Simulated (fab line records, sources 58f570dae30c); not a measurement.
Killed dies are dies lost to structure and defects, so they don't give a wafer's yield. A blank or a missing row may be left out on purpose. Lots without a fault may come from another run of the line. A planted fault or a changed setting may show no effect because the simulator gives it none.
A struck lot beside a sound one | flow berkeley_cmos170 | 26 steps out of a route of 331
Sound: wafers L803.2, L803.3, L803.4. Struck: wafers L818.2, L818.4, L818.6. The cause comes at the end.
At each step with rows: each side's tool, then ch and its chambers, then its first start. Under that, the readings that differ: sound wafers | struck wafers | difference of the means | sigmas: that difference in standard deviations of wafers without a fault.
alike: readings whose means differ by less than 2 such deviations, and words and numbers that are the same on both sides. not compared: withheld readings, readings that some wafer has no value for, bounds like >300 that may hide the same value, and numbers for which the record gives no deviation and whose values overlap.
The two part at a step that has a row with sigmas, a row that says differs or no value, or rows on one side only. Numbers that don't overlap but have no deviation are shown without sigmas and don't part them. A reading that every wafer of one side lacks parts them only if that side has two wafers or more.

first, 3 steps without rows for these wafers: UCB170_PVT_EXPOSE_03 (exposes mask NWELL, target cd 3000 nm); UCB170_PVT_PEB_04; UCB170_PVT_DEVELOP_05 (develop time 45 s).
UCB170_PVT_OVL_MEAS_06:
  sound on overlay-02, day 6 00:39; struck on overlay-02, day 9 05:16
  alike: PVT_OVL
then, 1 step without rows for these wafers: UCB170_PVT_IMPLANT_07.
UCB170_PVT_STRIP_08: strips in O2.
  sound on plasma_asher-04 ch 0,1, day 6 00:50; struck on plasma_asher-03 ch 1, day 9 05:27
  alike: chamber_pressure_mTorr, drypump_motor_current_A, oes_product_au, strip_time_to_endpoint_s
  not compared: rf_hours_counter_h
UCB170_PVT_TW_MEAS_09:
  sound on film_metro-03, day 6 00:56; struck on film_metro-03, day 9 05:34
  alike: PVT_TW
then, 1 step without rows for these wafers: UCB170_GATE_WET_ETCH_00 (etches SiO2 in dHF, time 200 s).
UCB170_FIELD_THK_MEAS_91:
  sound on film_metro-02, day 6 01:04; struck on film_metro-04, day 9 05:41
  alike: FIELD_OXIDE_LEFT_2_THK
then, 1 step without rows for these wafers: UCB170_GATE_OXIDATION_01 (target thk 6.6 nm, ox time 1800 s).
UCB170_GATE_THK_MEAS_02:
  sound on film_metro-03, day 6 05:52; struck on film_metro-03, day 9 10:18
  alike: GATE_OXIDE_THK
then, 1 step without rows for these wafers: UCB170_GATE_ANNEAL_03 (time 1800 s).
UCB170_GATE_CVD_04: deposits poly-Si from SiH4, time 1440 s, target thk 214 nm.
  sound on lpcvd-02 ch 0, day 6 11:44; struck on lpcvd-02 ch 1, day 9 13:54
  reading                                  | sound             | struck            | difference | sigmas
  zone_power_source_pct (%)                | 11.8 11.9 11.8    | 13.1 13.2 12.9    | +1.2       | +2
  model.poly-Si_of_GATE_CVD_04.thk_nm (nm) | 215.5 215.5 216.7 | 335.8 332.6 333.4 | +118.0     |
UCB170_GATE_THK_MEAS_05:
  sound on film_metro-03, day 6 13:08; struck on film_metro-04, day 9 15:19
  reading            | sound             | struck            | difference | sigmas
  GATE_POLY_THK (nm) | 215.5 215.4 216.8 | 335.7 332.6 333.3 | +118.0     | +59
then, 6 steps without rows for these wafers: UCB170_GATE_COAT_06; UCB170_GATE_COAT_07 (resist thk 900 nm); UCB170_GATE_SOFTBAKE_08 (time 60 s); UCB170_GATE_EXPOSE_09 (exposes mask POLY, target cd 350 nm); UCB170_GATE_PEB_10; UCB170_GATE_DEVELOP_11 (develop time 45 s).
UCB170_GATE_CD_MEAS_12: target cd 350 nm.
  sound on cd_sem-01, day 6 14:19; struck on cd_sem-01, day 9 16:13
  alike: cd_nm
UCB170_GATE_OVL_MEAS_13:
  sound on overlay-02, day 6 14:26; struck on overlay-01, day 9 16:20
  reading       | sound | struck     | difference | sigmas
  GATE_OVL (nm) | 3 2 7 | -11 -2 -14 | -13        | -2
UCB170_GATE_ETCH_14: etches BARC in N2/H2.
  sound on rie_diel-04 ch 0,1,2, day 6 14:28; struck on rie_diel-04 ch 2,3, day 9 16:22
  alike: chamber_pressure_mTorr, drypump_motor_current_A, oes_product_au, throttle_valve_pct
UCB170_GATE_ETCH_15: etches poly-Si in HBr/Cl2, stops on SiO2, time 56.3 s, target depth 278.2 nm.
  sound on rie_si-02 ch 0,3, day 6 14:30; struck on rie_si-01 ch 0,2,3, day 9 16:24
  reading                          | sound             | struck            | difference | sigmas
  oes_product_au (a.u.)            | 0.838 0.837 0.841 | 1.044 1.030 1.019 | +0.192     | +17
  model.etch.depth_nm (nm)         | 215.5 215.5 216.7 | 287.9 287 290.3   | +72.5      |
  model.GATE.feature_depth_nm (nm) | 215.6 215.5 216.8 | 287.9 287 290.3   | +72.4      |
  alike: HBr_flow_sccm, chamber_pressure_mTorr, drypump_motor_current_A, mfc_cl2_sccm, throttle_valve_pct
  not compared: rf_hours_counter_h
UCB170_GATE_STRIP_16: strips in O2.
  sound on plasma_asher-04 ch 0,1, day 6 14:33; struck on plasma_asher-04 ch 0,1, day 9 16:27
  reading                                  | sound             | struck            | difference | sigmas
  model.poly-Si_of_GATE_CVD_04.thk_nm (nm) | 215.1 215.1 216.4 | 335.5 332.2 333.1 | +118.1     |
  alike: chamber_pressure_mTorr, drypump_motor_current_A, oes_product_au
  not compared: rf_hours_counter_h
UCB170_GATE_CD_MEAS_90: target cd 350 nm.
  sound on cd_sem-01, day 6 14:40; struck on cd_sem-01, day 9 16:34
  alike: cd_nm

WHERE THEY PART
First at UCB170_GATE_CVD_04; last, within this record, at UCB170_GATE_ETCH_15. Later steps at which nothing parts them and some readings are alike: UCB170_GATE_STRIP_16, UCB170_GATE_CD_MEAS_90.

WHY: what the simulator had put in
Process parameter drift: lpcvd-02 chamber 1, from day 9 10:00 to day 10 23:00, at UCB170_GATE_CVD_04. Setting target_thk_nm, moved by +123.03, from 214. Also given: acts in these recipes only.
